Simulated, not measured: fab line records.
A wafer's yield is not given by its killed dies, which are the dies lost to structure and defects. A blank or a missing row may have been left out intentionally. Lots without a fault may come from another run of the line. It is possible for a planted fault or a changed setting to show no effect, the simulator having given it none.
A struck lot beside a sound one | flow berkeley cmos170 | 17 steps out of a route of 331
Sound: these wafers, L625.1, L625.5, L625.6. The struck wafers were L639.1, L639.4, L639.5. The cause is given at the end.
Each step with rows lists, per side, the tool, then ch with its chambers, then its first start. Under that, the readings that differ: sound wafers | struck wafers | difference of the means | sigmas: that difference in standard deviations of wafers without a fault.
alike: readings whose means differ by less than 2 such deviations, and words and numbers that are the same on both sides. not compared: withheld readings, readings that some wafer has no value for, bounds like >300 that may hide the same value, and numbers for which the record gives no deviation and whose values overlap.
Wherever a step has rows on one side only, a row that says differs or no value, or a row with sigmas, the two part there. Numbers that have no deviation but don't overlap get no sigmas and don't part them. Lack of a reading on every wafer of one side parts them only where that side has two or more wafers.

first, 2 steps without rows for these wafers: UCB170_PSD_PEB_04; UCB170_PSD_DEVELOP_05 (develop time 45 s).
UCB170_PSD_CD_MEAS_06 targets a cd of 1200 nm.
  sound on cd sem-01 at day 6 10:23; struck on cd sem-02 at day 9 11:04
  alike: cd nm
UCB170_PSD_OVL_MEAS_07:
  sound on overlay-02 at day 6 10:30; struck on overlay-01 at day 9 11:11
  alike: PSD_OVL
after that, 1 step had no rows for these wafers: UCB170_PSD_IMPLANT_08.
UCB170_PSD_STRIP_09: strips in O2.
  sound on plasma asher-03 ch 0,1, day 6 10:41; struck on plasma asher-03 ch 0,1, day 9 11:22
  alike: drypump motor current A, o2 flow sccm, oes product au, strip time to endpoint s
  not compared: rf hours counter h
UCB170_PSD_TW_MEAS_10:
  sound on film metro-04 at day 6 10:47; struck on film metro-02 at day 9 11:28
  alike: PSD_TW
then, 5 steps without rows for these wafers: UCB170_PSD_CLEAN_11 (cleans in SPM, time 600 s); UCB170_NSD_HMDS_00 (prime time 60 s); UCB170_NSD_COAT_01 (resist thk 900 nm); UCB170_NSD_SOFTBAKE_02 (time 60 s); UCB170_NSD_EXPOSE_03 (exposes mask NSELECT MOD, target cd 1200 nm).
UCB170_NSD_PEB_04:
  sound on litho track-02 ch 0, day 6 12:26; struck on litho track-02 ch 0, day 9 13:29
  reading                  | sound                | struck               | difference | sigmas
  heater power total W (W) | 56.83 56.75 56.80    | 57.33 57.31 57.31    | +0.52      | +12
  plate temp C (C)         | 129.93 129.88 129.87 | 131.02 131.24 131.07 | +1.22      | +10
then, 1 step without rows for these wafers: UCB170_NSD_DEVELOP_05 (develop time 45 s).
UCB170_NSD_CD_MEAS_06 targets a cd of 1200 nm.
  sound on cd sem-02 at day 6 12:43; struck on cd sem-01 at day 9 13:46
  reading    | sound                | struck               | difference | sigmas
  cd nm (nm) | 1197.8 1198.4 1199.0 | 1204.3 1204.4 1205.9 | +6.5       | +4
UCB170_NSD_OVL_MEAS_07:
  sound on overlay-02 at day 6 12:50; struck on overlay-02 at day 9 13:53
  alike: NSD_OVL
UCB170_M3_PROBE_99:
  only the struck wafers here have rows in the record (prober-01, day 10 15:06); the sound ones have none

WHERE THEY PART
Last at UCB170_M3_PROBE_99 as far as this record goes, first at UCB170_NSD_PEB_04.

WHY: the cause the simulator had injected
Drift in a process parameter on litho track-02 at UCB170_NSD_PEB_04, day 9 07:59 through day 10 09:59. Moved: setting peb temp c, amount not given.
